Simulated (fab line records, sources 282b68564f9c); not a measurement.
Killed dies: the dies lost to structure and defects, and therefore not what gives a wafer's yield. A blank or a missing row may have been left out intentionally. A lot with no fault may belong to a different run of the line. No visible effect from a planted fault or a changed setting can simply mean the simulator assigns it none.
Which of the tools did it? || flow rit_cmos || Sampling: 15 lots, 45 wafers, 4 of 202 route steps

## WHAT THE GAUGES SHOWED, per wafer
RIT_ACTIVE_BOW_MEAS_00.
{"lot": "L457", "measured": "day 1 10:00", "on": "film_metro-02", "INCOMING_BOW (um)": "-3 1 -11"}
{"lot": "L458", "measured": "day 1 15:01", "on": "film_metro-02", "INCOMING_BOW (um)": "0 2 -8"}
{"lot": "L459", "measured": "day 1 20:00", "on": "film_metro-02", "INCOMING_BOW (um)": "4 4 1"}
{"lot": "L460", "measured": "day 2 01:00", "on": "film_metro-02", "INCOMING_BOW (um)": "-8 6 7"}
{"lot": "L461", "measured": "day 2 06:00", "on": "film_metro-01", "INCOMING_BOW (um)": "-3 10 -2"}
{"lot": "L462", "measured": "day 2 11:00", "on": "film_metro-01", "INCOMING_BOW (um)": "9 2 -6"}
{"lot": "L463", "measured": "day 2 16:01", "on": "film_metro-04", "INCOMING_BOW (um)": "2 0 -2"}
{"lot": "L465", "measured": "day 3 02:02", "on": "film_metro-04", "INCOMING_BOW (um)": "4 5 -5"}
{"lot": "L469", "measured": "day 3 22:00", "on": "film_metro-02", "INCOMING_BOW (um)": "0 -5 4"}
{"lot": "L471", "measured": "day 4 08:02", "on": "film_metro-02", "INCOMING_BOW (um)": "2 -13 1"}
{"lot": "L472", "measured": "day 4 13:02", "on": "film_metro-04", "INCOMING_BOW (um)": "-1 -2 3"}
{"lot": "L473", "measured": "day 4 18:01", "on": "film_metro-02", "INCOMING_BOW (um)": "-5 4 11"}
{"lot": "L474", "measured": "day 4 23:02", "on": "film_metro-04", "INCOMING_BOW (um)": "-2 -1 0"}
{"lot": "L477", "measured": "day 5 14:00", "on": "film_metro-02", "INCOMING_BOW (um)": "-5 5 0"}
{"lot": "L479", "measured": "day 6 00:00", "on": "film_metro-02", "INCOMING_BOW (um)": "4 -5 3"}

RIT_GATE_CD_MEAS_16: the cd target is 150 nm.
{"lot": "L457", "measured": "day 2 16:04", "on": "cd_sem-01", "cd_nm (nm)": "150.1 149.0 150.4"}
{"lot": "L458", "measured": "day 2 21:44", "on": "cd_sem-02", "cd_nm (nm)": "156.6 155.7 155.4"}
{"lot": "L459", "measured": "day 3 00:31", "on": "cd_sem-02", "cd_nm (nm)": "154.9 152.7 153.1"}
{"lot": "L460", "measured": "day 3 12:02", "on": "cd_sem-02", "cd_nm (nm)": "149.5 151.5 151.1"}
{"lot": "L461", "measured": "day 3 16:02", "on": "cd_sem-02", "cd_nm (nm)": "152.6 151.2 148.9"}
{"lot": "L462", "measured": "day 3 21:01", "on": "cd_sem-02", "cd_nm (nm)": "146.8 146.5 147.3"}
{"lot": "L463", "measured": "day 3 23:50", "on": "cd_sem-01", "cd_nm (nm)": "150.0 148.8 147.2"}
{"lot": "L465", "measured": "day 4 10:34", "on": "cd_sem-02", "cd_nm (nm)": "151.6 150.9 149.9"}
{"lot": "L469", "measured": "day 5 05:04", "on": "cd_sem-01", "cd_nm (nm)": "148.1 150.4 149.5"}
{"lot": "L471", "measured": "day 5 11:34", "on": "cd_sem-02", "cd_nm (nm)": "149.4 146.3 149.1"}
{"lot": "L472", "measured": "day 5 20:17", "on": "cd_sem-02", "cd_nm (nm)": "152.5 150.1 151.6"}
{"lot": "L473", "measured": "day 6 00:15", "on": "cd_sem-02", "cd_nm (nm)": "148.3 150.3 148.2"}
{"lot": "L474", "measured": "day 6 06:45", "on": "cd_sem-01", "cd_nm (nm)": "290.2 290.7 288.5"}
{"lot": "L477", "measured": "day 6 21:13", "on": "cd_sem-02", "cd_nm (nm)": "262.2 259.9 262.5"}
{"lot": "L479", "measured": "day 7 10:36", "on": "cd_sem-01", "cd_nm (nm)": "230.4 228.4 229.5"}

## WHICH TOOL RAN EACH LOT (tool, then ch and the chambers of the sampled wafers, then the start)
{"lot": "L457", "RIT_ACTIVE_STRIP_14": "plasma_asher-03 ch 1, day 1 16:23", "RIT_GATE_EXPOSE_13": "iline_stepper-01 ch 0, day 2 15:40"}
{"lot": "L458", "RIT_ACTIVE_STRIP_14": "plasma_asher-01 ch 0,1, day 1 19:58", "RIT_GATE_EXPOSE_13": "iline_stepper-02 ch 0, day 2 21:14"}
{"lot": "L459", "RIT_ACTIVE_STRIP_14": "plasma_asher-03 ch 1, day 2 01:40", "RIT_GATE_EXPOSE_13": "iline_stepper-01 ch 0, day 3 00:07"}
{"lot": "L460", "RIT_ACTIVE_STRIP_14": "plasma_asher-03 ch 0,1, day 2 06:22", "RIT_GATE_EXPOSE_13": "iline_stepper-02 ch 0, day 3 11:35"}
{"lot": "L461", "RIT_ACTIVE_STRIP_14": "plasma_asher-03 ch 0, day 2 13:00", "RIT_GATE_EXPOSE_13": "iline_stepper-02 ch 0, day 3 15:37"}
{"lot": "L462", "RIT_ACTIVE_STRIP_14": "plasma_asher-04 ch 0,1, day 2 16:09", "RIT_GATE_EXPOSE_13": "iline_stepper-02 ch 0, day 3 20:37"}
{"lot": "L463", "RIT_ACTIVE_STRIP_14": "plasma_asher-04 ch 0,1, day 2 21:14", "RIT_GATE_EXPOSE_13": "iline_stepper-02 ch 0, day 3 23:25"}
{"lot": "L465", "RIT_ACTIVE_STRIP_14": "plasma_asher-03 ch 0,1, day 3 07:31", "RIT_GATE_EXPOSE_13": "iline_stepper-01 ch 0, day 4 10:10"}
{"lot": "L469", "RIT_ACTIVE_STRIP_14": "plasma_asher-01 ch 0,1, day 4 03:23", "RIT_GATE_EXPOSE_13": "iline_stepper-01 ch 0, day 5 04:40"}
{"lot": "L471", "RIT_ACTIVE_STRIP_14": "plasma_asher-01 ch 0,1, day 4 13:18", "RIT_GATE_EXPOSE_13": "iline_stepper-02 ch 0, day 5 11:10"}
{"lot": "L472", "RIT_ACTIVE_STRIP_14": "plasma_asher-03 ch 0,1, day 4 18:13", "RIT_GATE_EXPOSE_13": "iline_stepper-01 ch 0, day 5 19:53"}
{"lot": "L473", "RIT_ACTIVE_STRIP_14": "plasma_asher-03 ch 0,1, day 4 23:49", "RIT_GATE_EXPOSE_13": "iline_stepper-01 ch 0, day 5 23:51"}
{"lot": "L474", "RIT_ACTIVE_STRIP_14": "plasma_asher-03 ch 0,1, day 5 04:25", "RIT_GATE_EXPOSE_13": "iline_stepper-01 ch 0, day 6 06:21"}
{"lot": "L477", "RIT_ACTIVE_STRIP_14": "plasma_asher-04 ch 0, day 5 19:55", "RIT_GATE_EXPOSE_13": "iline_stepper-01 ch 0, day 6 20:49"}
{"lot": "L479", "RIT_ACTIVE_STRIP_14": "plasma_asher-04 ch 0,1, day 6 05:44", "RIT_GATE_EXPOSE_13": "iline_stepper-01 ch 0, day 7 10:12"}
- RIT_ACTIVE_STRIP_14: strips in O2, time 180 s.
- RIT_GATE_EXPOSE_13: exposes mask M6, target cd 150 nm.

## AS READ BY THE TOOLS THEMSELVES (means over the sampled wafers that have a number; for cases with no such wafer, the mark the record gives instead)
RIT_ACTIVE_STRIP_14.
{"lot": "L457", "tool": "plasma_asher-03", "drypump_motor_current_A (A)": 5.2, "rf_refl_power_W (W)": 8.2}
{"lot": "L458", "tool": "plasma_asher-01", "drypump_motor_current_A (A)": 6.0, "rf_refl_power_W (W)": 7.3}
{"lot": "L459", "tool": "plasma_asher-03", "drypump_motor_current_A (A)": 5.2, "rf_refl_power_W (W)": 8.3}
{"lot": "L460", "tool": "plasma_asher-03", "drypump_motor_current_A (A)": 5.4, "rf_refl_power_W (W)": 7.4}
{"lot": "L461", "tool": "plasma_asher-03", "drypump_motor_current_A (A)": 5.5, "rf_refl_power_W (W)": 6.8}
{"lot": "L462", "tool": "plasma_asher-04", "drypump_motor_current_A (A)": 5.7, "rf_refl_power_W (W)": 9.2}
{"lot": "L463", "tool": "plasma_asher-04", "drypump_motor_current_A (A)": 5.7, "rf_refl_power_W (W)": 9.1}
{"lot": "L465", "tool": "plasma_asher-03", "drypump_motor_current_A (A)": 5.3, "rf_refl_power_W (W)": 7.7}
{"lot": "L469", "tool": "plasma_asher-01", "drypump_motor_current_A (A)": 6.0, "rf_refl_power_W (W)": 7.3}
{"lot": "L471", "tool": "plasma_asher-01", "drypump_motor_current_A (A)": 5.7, "rf_refl_power_W (W)": 6.8}
{"lot": "L472", "tool": "plasma_asher-03", "drypump_motor_current_A (A)": 5.3, "rf_refl_power_W (W)": 7.8}
{"lot": "L473", "tool": "plasma_asher-03", "drypump_motor_current_A (A)": 5.4, "rf_refl_power_W (W)": 7.3}
{"lot": "L474", "tool": "plasma_asher-03", "drypump_motor_current_A (A)": 5.3, "rf_refl_power_W (W)": 7.8}
{"lot": "L477", "tool": "plasma_asher-04", "drypump_motor_current_A (A)": 5.5, "rf_refl_power_W (W)": 8.4}
{"lot": "L479", "tool": "plasma_asher-04", "drypump_motor_current_A (A)": 5.6, "rf_refl_power_W (W)": 9.0}

RIT_GATE_EXPOSE_13.
{"lot": "L457", "tool": "iline_stepper-01", "exposure_dose_mJ_cm2": 379.7}
{"lot": "L458", "tool": "iline_stepper-02", "exposure_dose_mJ_cm2": 380.0}
{"lot": "L459", "tool": "iline_stepper-01", "exposure_dose_mJ_cm2": 380.3}
{"lot": "L460", "tool": "iline_stepper-02", "exposure_dose_mJ_cm2": 379.4}
{"lot": "L461", "tool": "iline_stepper-02", "exposure_dose_mJ_cm2": 380.2}
{"lot": "L462", "tool": "iline_stepper-02", "exposure_dose_mJ_cm2": 380.2}
{"lot": "L463", "tool": "iline_stepper-02", "exposure_dose_mJ_cm2": 379.6}
{"lot": "L465", "tool": "iline_stepper-01", "exposure_dose_mJ_cm2": 379.9}
{"lot": "L469", "tool": "iline_stepper-01", "exposure_dose_mJ_cm2": 379.7}
{"lot": "L471", "tool": "iline_stepper-02", "exposure_dose_mJ_cm2": 379.8}
{"lot": "L472", "tool": "iline_stepper-01", "exposure_dose_mJ_cm2": 379.7}
{"lot": "L473", "tool": "iline_stepper-01", "exposure_dose_mJ_cm2": 379.8}
{"lot": "L474", "tool": "iline_stepper-01", "exposure_dose_mJ_cm2": 289.1}
{"lot": "L477", "tool": "iline_stepper-01", "exposure_dose_mJ_cm2": 306.7}
{"lot": "L479", "tool": "iline_stepper-01", "exposure_dose_mJ_cm2": 321.3}

## THE ANSWER, worked out from the rows above alone
Rule: what is usual is taken from the lots themselves. The widest of any qualifying gaps counts: lots, ordered by their means at a reading, are off when they make up no more than a third of the lots, leave a main group of 4 or more, and stand apart from it by 3 or more times the standard deviation of that group's means. Not used: any main group whose means are identical at the precision the tables above print for the reading. A lot without any number at a reading at which 4 lots or more have one is off too. All remaining lots with rows at the step are treated as sound. First the gauges in route order, then the tools' own readings, where a lot's mean is used as printed above. At the first step where some lot is off, the reading lying furthest off is the one used; lots without a number count as furthest.
Off: L474, L477, L479 (RIT_GATE_CD_MEAS_16, cd_nm). The main group: mean 150.4 nm, standard deviation 2.3.
If a tool, at a process step before that reading, ran all the lots that are off and no sound lot after the first of them, it fits. The gauges at RIT_GATE_CD_MEAS_16 aren't tried: what is off there is off at RIT_GATE_EXPOSE_13 too, on other tools, and a gauge's error can't cause that. One fits: RIT_GATE_EXPOSE_13 on iline_stepper-01. A fault onset in the window from L473 (day 5 23:51, its last sound lot) to L474 (day 6 06:21, its first lot off) fits.
On the lots that are off, the tool's own readings at RIT_GATE_EXPOSE_13 differ by more than 5 times the standard deviation of the sound lots' means, which bears it out; exposure_dose_mJ_cm2 reads 305.7 there versus 379.9 on the sound lots.

## WHAT WAS PUT IN BY THE SIMULATOR
Process parameter drift: iline_stepper-01, from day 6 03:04 on, at RIT_GATE_EXPOSE_13. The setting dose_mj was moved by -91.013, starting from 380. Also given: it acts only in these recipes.
Struck lots among those shown: L474, L477, L479. The rule given above showed the same thing.
